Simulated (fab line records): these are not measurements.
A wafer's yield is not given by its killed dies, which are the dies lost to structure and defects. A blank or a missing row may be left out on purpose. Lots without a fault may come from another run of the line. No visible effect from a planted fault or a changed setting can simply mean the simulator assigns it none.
8D (eight disciplines) problem report, filled in by code | flow berkeley-cmos170 | the parts of the form that need people (team, actions taken, sign-off) are left out

== 1. PROBLEM STATEMENT ==
Mean of dose-ions-cm2 at UCB170_PVT_IMPLANT_07: 1.9253e+12 across 6 wafers in 2 lots; on wafers with no fault it is 2.0004e+12 (standard deviation 2.3e+09). Relative to the usual mean, that is a shift of -33 standard deviations.
First observed at day 9 16:44: wafer L850.3, on implanter-04. Wafers with a number at this step in the record: 42, from 14 lots. The rule behind "out" and "out of limits": a value lying over 4 standard deviations away from the usual mean. Any other wafer with a number is counted as sound.

== 2. WHAT IT IS AND WHAT IT IS NOT ==
question                    | is                     | is not
which readings at this step | dose-ions-cm2          | -
which lots                  | L850, L853             | L836, L837, L838, L839, L840, L841, L842, L844, L845, L846, L847, L848
which wafers of those lots  | all that have a number | -
read on which tools         | implanter-04           | implanter-01, implanter-02
when                        | from day 9 16:44       | up to then (36 sound wafers)

== 3. WHAT RULES OUT EACH SUSPECT ==
Counting: a tool at a process step up to the reading stays a suspect if it ran every lot that is out and no sound lot after the first of them.
- implanter-04 at UCB170_PVT_IMPLANT_07: kept. Every lot that is out went through it, starting with L850 (day 9 16:44), and after that it ran no sound lot; the last sound lot it ran before then is L847 (day 8 23:09). On those wafers its own readings are out: dose-ions-cm2.
After counting, what remains is implanter-04 at UCB170_PVT_IMPLANT_07.

== 4. THE CAUSE (what the simulator had put in) ==
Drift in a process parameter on implanter-04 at UCB170_PVT_IMPLANT_07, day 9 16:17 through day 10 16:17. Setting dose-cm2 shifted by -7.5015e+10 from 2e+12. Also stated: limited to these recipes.
After counting, this tool was the only one left.

== 5. THE EFFECT CHAIN, in route order ==
Rows list readings where the struck wafers' mean (over those with a number) sits beyond 3 standard deviations from the usual. Only readings for which the record gives a usual standard deviation are gone through. hours: the time from each lot's start at the first step in this table that gives one to its start at this step, as a median over the lots. sigmas: the change in usual standard deviations.
hours | step                  | reading       | usual      | on struck wafers | change      | sigmas
0     | UCB170_PVT_IMPLANT_07 | dose-ions-cm2 | 2.0004e+12 | 1.9253e+12       | -7.5117e+10 | -33
Its process steps:
- UCB170_PVT_IMPLANT_07
Later measuring or inspecting steps at which every struck wafer that the step has a row for has a number for every such reading, and none has moved that far: UCB170_CONTACT_OVL_MEAS_16, UCB170_M1_CD_MEAS_09, UCB170_V2_THK_MEAS_04.

== 6. WHAT WOULD HAVE CAUGHT IT SOONER ==
In this record the first reading out of limits was taken at day 9 16:44, 0 hours after the fault began at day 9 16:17.
